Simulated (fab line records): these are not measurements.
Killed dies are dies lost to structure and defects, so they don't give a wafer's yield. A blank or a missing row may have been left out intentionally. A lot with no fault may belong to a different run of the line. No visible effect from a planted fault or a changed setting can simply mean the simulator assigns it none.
A lot that was struck, set against a sound lot || flow berkeley cmos170 || 14 steps out of a route of 331
Sound: these wafers, L209.2, L209.4, L209.6. Wafers struck: L200.1, L200.3, L200.5. Last of all comes the cause.
For every step that has rows: the tool of each side, followed by ch and its chambers, followed by its first start. Under that, the readings that differ: sound wafers || struck wafers || difference of the means || sigmas: that difference in standard deviations of wafers without a fault.
alike: a reading whose means differ by less than 2 such deviations, as well as words and numbers matching on both sides. not compared: withheld readings; readings where some wafer has no value; bounds like >300 that might hide an equal value; numbers whose values overlap and for which the record gives no deviation.
A row with sigmas, a row that says differs or no value, or rows on one side alone: a step with any of these is where the two part. Numbers that don't overlap but have no deviation are shown without sigmas and don't part them. Lack of a reading on every wafer of one side parts them only where that side has two or more wafers.

first, 2 steps without rows for these wafers: UCB170_PWELL_ANNEAL_04 (time 900 s); UCB170_PWELL_CVD_05 (deposits Si3N4 from SiH2Cl2/NH3, target thk 220 nm, time 3300 s).
UCB170_PWELL_THK_MEAS_06:
  struck on film metro-03, day 5 16:33; sound on film metro-01, day 7 15:49
  alike: PWELL_NITRIDE_THK
then, 6 steps without rows for these wafers: UCB170_PWELL_HMDS_07 (prime time 60 s); UCB170_PWELL_COAT_08 (resist thk 900 nm); UCB170_PWELL_SOFTBAKE_09 (time 60 s); UCB170_PWELL_EXPOSE_10 (exposes mask PWELL, target cd 3000 nm); UCB170_PWELL_PEB_11; UCB170_PWELL_DEVELOP_12 (develop time 45 s).
UCB170_PWELL_OVL_MEAS_13:
  struck on overlay-02, day 5 17:27; sound on overlay-01, day 7 17:44
  alike: PWELL_OVL
UCB170_PWELL_ETCH_14: etches Si3N4 in CH3F/Ar/O2, stops on SiO2, target depth 242 nm, time 151 s.
  sound on rie diel-01 ch 1,2,3, day 7 17:46; struck on rie diel-03 ch 0,2, day 5 17:29
  alike: drypump motor current A, oes product au, throttle valve pct
  not compared: rf hours counter h
following that, these wafers have no rows for 1 step: UCB170_PWELL_IMPLANT_15.
UCB170_PWELL_STRIP_16: strips in O2.
  sound on plasma asher-01 ch 0,1, day 7 18:01; struck on plasma asher-01 ch 0,1, day 5 17:44
  no value came back on the struck wafers for any of 5 readings (chamber pressure mTorr (mTorr), drypump motor current A (A) and others); on the sound wafers chamber pressure mTorr (mTorr) reads 3499 3495 3502
{"reading": "model.KrF_of_PWELL_COAT_08.thk nm (nm)", "sound": "0 0 0", "struck": "728.4 722.6 725.6", "difference": "+725.5", "sigmas": ""}
  not compared: rf hours counter h
UCB170_PWELL_TW_MEAS_17:
  struck on film metro-04, day 5 17:50; sound on film metro-01, day 7 18:08
  alike: PWELL_TW

== WHERE THEY PART ==
UCB170_PWELL_STRIP_16 only, going by this record. Later steps at which nothing parts them and some readings are alike: UCB170_PWELL_TW_MEAS_17.

WHY: whatever the simulator had introduced
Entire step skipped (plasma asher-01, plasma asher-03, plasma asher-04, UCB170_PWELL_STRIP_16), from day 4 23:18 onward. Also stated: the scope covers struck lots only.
